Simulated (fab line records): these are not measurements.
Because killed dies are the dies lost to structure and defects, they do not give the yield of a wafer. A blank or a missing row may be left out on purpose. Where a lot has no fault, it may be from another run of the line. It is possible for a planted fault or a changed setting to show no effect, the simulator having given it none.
Code-filled problem report in 8D (eight disciplines) form	flow rit-cmos	the parts of the form that need people (team, actions taken, sign-off) are left out

1. PROBLEM STATEMENT
Mean of heater-power-total-W at RIT_M1_SOFTBAKE_05: 38.07 W across 6 wafers in 2 lots; on wafers with no fault it is 34.56 W (standard deviation 0.048). That is +73 standard deviations from the usual mean.
The step: time 60 s.
First seen on wafer L268.1, day 6 22:07, on litho-track-03. Wafers with a number at this step in the record: 18, from 6 lots. By rule, "out" or "out of limits" means more than 4 standard deviations away from the usual mean. The other wafers with a number count as sound.

2. WHAT IT IS, WHAT IT ISN'T
question	is	is not
which readings at this step	heater-power-total-W, run-length-s	-
which lots	L268, L270	L265, L266, L269, L274
which wafers of those lots	all that have a number	-
read on which tools	litho-track-03	litho-track-02, litho-track-04
when	from day 6 22:07	up to then (6 sound wafers); but 6 sound wafers of L269, L274 came after

3. THE SUSPECTS, EACH WITH WHAT RULES IT OUT
Counting: a tool stays on the suspect list if, at a process step up to the reading, it processed all lots that are out and no sound lot following the first of them.
- litho-track-03 at RIT_M1_SOFTBAKE_05 (time 60 s): kept. Every lot that is out went through it, starting with L268 (day 6 22:07), and after that it ran no sound lot; the last sound lot it ran before then is L266 (day 6 17:42). Out on those wafers are its own readings of heater-power-total-W, run-length-s.
After counting, what remains is litho-track-03 at RIT_M1_SOFTBAKE_05.

4. THE CAUSE (what the simulator had put in)
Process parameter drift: litho-track-03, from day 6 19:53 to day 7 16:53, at RIT_M1_SOFTBAKE_05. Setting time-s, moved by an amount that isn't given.
After counting, this tool was the only one left.

5. THE EFFECT CHAIN, in route order
Each row: a reading whose mean over the struck wafers that have a number lies more than 3 standard deviations from the usual. Readings are gone through only where the record gives a usual standard deviation; hours: the median, over the lots, of the time from a lot's start at the first step in this table giving one to that lot's start at this step; sigmas: the change measured in usual standard deviations.
hours	step	reading	usual	on struck wafers	change	sigmas
0	RIT_M1_SOFTBAKE_05	heater-power-total-W	34.56 W	38.07	+3.51	+73
0	RIT_M1_SOFTBAKE_05	run-length-s	89.14 s	71.74	-17.40	-60
The process steps in it:
- RIT_M1_SOFTBAKE_05: time 60 s.
At these later measuring or inspecting steps, every struck wafer for which the step has a row has a number for every such reading, and none has moved that far: RIT_M1_CD_MEAS_09.

6. HOW IT WOULD HAVE BEEN CAUGHT EARLIER
In this record no reading fell out of limits until day 6 22:07, 2 hours after the fault had begun at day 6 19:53.
